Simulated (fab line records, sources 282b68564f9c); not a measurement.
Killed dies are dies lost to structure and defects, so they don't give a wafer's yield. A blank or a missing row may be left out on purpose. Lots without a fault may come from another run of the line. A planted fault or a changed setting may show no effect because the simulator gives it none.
A struck lot beside a sound one | flow rit_cmos | 32 steps out of a route of 202
Sound: wafers L621.1, L621.2, L621.5. Struck: wafers L612.2, L612.3, L612.4. The cause comes at the end.
At each step with rows: each side's tool, then ch and its chambers, then its first start. Under that, the readings that differ: sound wafers | struck wafers | difference of the means | sigmas: that difference in standard deviations of wafers without a fault.
alike: readings whose means differ by less than 2 such deviations, and words and numbers that are the same on both sides. not compared: withheld readings, readings that some wafer has no value for, bounds like >300 that may hide the same value, and numbers for which the record gives no deviation and whose values overlap.
The two part at a step that has a row with sigmas, a row that says differs or no value, or rows on one side only. Numbers that don't overlap but have no deviation are shown without sigmas and don't part them. A reading that every wafer of one side lacks parts them only if that side has two wafers or more.

RIT_NRETRO_TW_MEAS_10:
  sound on film_metro-01, day 5 18:25; struck on film_metro-01, day 3 22:26
  alike: NRETRO_TW
then, 6 steps without rows for these wafers: RIT_PRETRO_HMDS_00 (prime time 60 s); RIT_PRETRO_COAT_01 (resist thk 1300 nm); RIT_PRETRO_SOFTBAKE_02 (time 60 s); RIT_PRETRO_EXPOSE_03 (exposes mask M5, target cd 43700 nm); RIT_PRETRO_PEB_04; RIT_PRETRO_DEVELOP_05 (develop time 68 s).
RIT_PRETRO_OVL_MEAS_06:
  sound on overlay-01, day 5 19:28; struck on overlay-02, day 3 23:23
  alike: PRETRO_OVL
then, 2 steps without rows for these wafers: RIT_PRETRO_HARDBAKE_07 (time 120 s); RIT_PRETRO_IMPLANT_08.
RIT_PRETRO_STRIP_09: strips in O2, time 180 s.
  sound on plasma_asher-04 ch 0,1, day 5 19:55; struck on plasma_asher-04 ch 0,1, day 3 23:49
  alike: chamber_pressure_mTorr, drypump_motor_current_A, rf_refl_power_W
  not compared: rf_hours_counter_h
RIT_PRETRO_TW_MEAS_10:
  sound on film_metro-03, day 5 20:05; struck on film_metro-01, day 3 23:59
  alike: PRETRO_TW
RIT_GATE_WET_ETCH_00: etches SiO2 in BOE, target depth 56 nm, time 60 s.
  sound on wet_bench-04 ch 2, day 5 20:08; struck on wet_bench-02 ch 0, day 4 00:02
  reading                                     | sound             | struck            | difference | sigmas
  run_length_s (s)                            | 85 85 85          | 64 64 64          | -21        | -6
  model.SiO2_of_FOX2_OXIDATION_00.thk_nm (nm) | 260.8 260.3 264.1 | 296.5 295.3 297.1 | +34.6      |
then, 4 steps without rows for these wafers: RIT_GATE_CLEAN_01 (cleans in SC1, time 600 s); RIT_GATE_CLEAN_02 (cleans in dHF, time 30 s); RIT_GATE_CLEAN_03 (cleans in SC2, time 600 s); RIT_GATE_CLEAN_04 (cleans in dHF, time 60 s).
RIT_FOX2_THK_MEAS_91:
  sound on film_metro-01, day 5 20:35; struck on film_metro-02, day 4 00:30
  reading                     | sound       | struck      | difference | sigmas
  FIELD_OXIDE_LEFT_2_THK (nm) | 249 248 252 | 285 283 285 | +35        | +6
then, 9 steps without rows for these wafers: RIT_GATE_OXIDATION_05 (target thk 3 nm, ox time 270 s); RIT_GATE_ANNEAL_06 (time 600 s); RIT_GATE_CVD_08 (deposits poly-Si from SiH4, target thk 250 nm, time 2220 s); RIT_GATE_HMDS_10 (prime time 60 s); RIT_GATE_COAT_11 (resist thk 850 nm); RIT_GATE_SOFTBAKE_12 (time 60 s); RIT_GATE_EXPOSE_13 (exposes mask M6, target cd 150 nm); RIT_GATE_PEB_14; RIT_GATE_DEVELOP_15 (develop time 50 s).
RIT_GATE_CD_MEAS_16: target cd 150 nm.
  sound on cd_sem-02, day 6 01:29; struck on cd_sem-02, day 4 04:29
  alike: cd_nm
RIT_GATE_OVL_MEAS_17:
  sound on overlay-02, day 6 01:36; struck on overlay-02, day 4 04:35
  alike: GATE_OVL
then, 1 step without rows for these wafers: RIT_GATE_HARDBAKE_18 (time 60 s).
RIT_GATE_ETCH_19: etches poly-Si in SF6/CHF3/O2, stops on SiO2, time 165 s, target depth 312.5 nm.
  sound on rie_si-02 ch 1,2,3, day 6 01:47; struck on rie_si-01 ch 0,2,3, day 4 04:57
  reading                                     | sound             | struck          | difference | sigmas
  model.SiO2_of_FOX2_OXIDATION_00.thk_nm (nm) | 238.3 237.7 241.7 | 274 272.4 273.9 | +34        |
  alike: O2_flow_sccm, chamber_pressure_mTorr, drypump_motor_current_A, oes_product_au, rf_fwd_power_W, run_length_s, throttle_valve_pct
  not compared: rf_hours_counter_h
RIT_GATE_STRIP_20: strips in O2, time 180 s.
  sound on plasma_asher-01 ch 0,1, day 6 01:54; struck on plasma_asher-04 ch 0,1, day 4 05:04
  alike: chamber_pressure_mTorr, drypump_motor_current_A, rf_refl_power_W
  not compared: rf_hours_counter_h

WHERE THEY PART
First at RIT_GATE_WET_ETCH_00; last, within this record, at RIT_FOX2_THK_MEAS_91. Later steps at which nothing parts them and some readings are alike: RIT_GATE_CD_MEAS_16, RIT_GATE_OVL_MEAS_17, RIT_GATE_ETCH_19, RIT_GATE_STRIP_20.

WHY: what the simulator had put in
Process parameter drift: wet_bench-02, from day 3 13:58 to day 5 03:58, at RIT_GATE_WET_ETCH_00. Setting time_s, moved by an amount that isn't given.
